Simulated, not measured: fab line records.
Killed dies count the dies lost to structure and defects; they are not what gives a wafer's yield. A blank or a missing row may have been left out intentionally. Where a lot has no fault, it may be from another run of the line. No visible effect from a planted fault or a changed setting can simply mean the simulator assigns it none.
Which tool did it?	flow berkeley_cmos170	Sampling: 6 lots, 18 wafers, 2 of 331 route steps

== WHAT THE GAUGES SHOWED, per wafer ==
UCB170_PWELL_THK_MEAS_06.
lot	measured	on	PWELL_NITRIDE_THK (nm)
L528	day 3 10:04	film_metro-02	223.8 223.9 222.6
L530	day 3 15:11	film_metro-01	222.1 221.4 220.2
L536	day 4 20:11	film_metro-04	304.1 305.3 304.3 303.9 305.5 304.0
L541	day 6 03:54	film_metro-04	220.0 220.2 222.4
L542	day 6 11:11	film_metro-04	218.5 217.5 216.8
L549	day 7 17:40	film_metro-04	222.3 223.4 223.5

== WHAT TOOL EACH LOT RAN ON (gives the tool, then ch and the chambers of the sampled wafers, and finally the start) ==
lot	UCB170_PWELL_CVD_05
L528	lpcvd-01 ch 1, day 3 07:58
L530	lpcvd-01 ch 1, day 3 13:07
L536	lpcvd-02 ch 0, day 4 17:18
L541	lpcvd-01 ch 1, day 6 01:59
L542	lpcvd-01 ch 1, day 6 09:16
L549	lpcvd-01 ch 1, day 7 15:43
- UCB170_PWELL_CVD_05: deposits Si3N4 from SiH2Cl2/NH3, target thk 220 nm, time 3300 s.

== THE ANSWER, worked out from the rows above alone ==
Rule: the lots themselves supply what counts as usual. Put in order of their means at a reading, lots are off if they are a third of the lots or fewer, leave a main group of 4 or more, and stand apart from it by a gap of 3 or more times the standard deviation of the main group's means; of several such gaps the widest counts. A main group is skipped when, at the precision printed for the reading in the tables above, its means are all equal. A lot without any number at a reading at which 4 lots or more have one is off too. Any other lot the step has rows for is counted as sound.
Off: L536, seen at UCB170_PWELL_THK_MEAS_06 (PWELL_NITRIDE_THK). Mean 221.2 nm and standard deviation 2.1 in the main group.
A tool fits if, at a process step before that reading, it ran every lot that is off, and no sound lot after the first of them. The gauges at UCB170_PWELL_THK_MEAS_06 are tried like those tools. One fits: UCB170_PWELL_CVD_05 on lpcvd-02. It ran no sound lot before its first lot that is off in this sample, so the start can't be narrowed down.

== WHAT THE SIMULATOR HAD PUT IN ==
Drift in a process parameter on lpcvd-02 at UCB170_PWELL_CVD_05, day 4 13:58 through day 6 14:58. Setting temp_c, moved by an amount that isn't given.
Struck lots among those shown: L536. The rule above found the same.
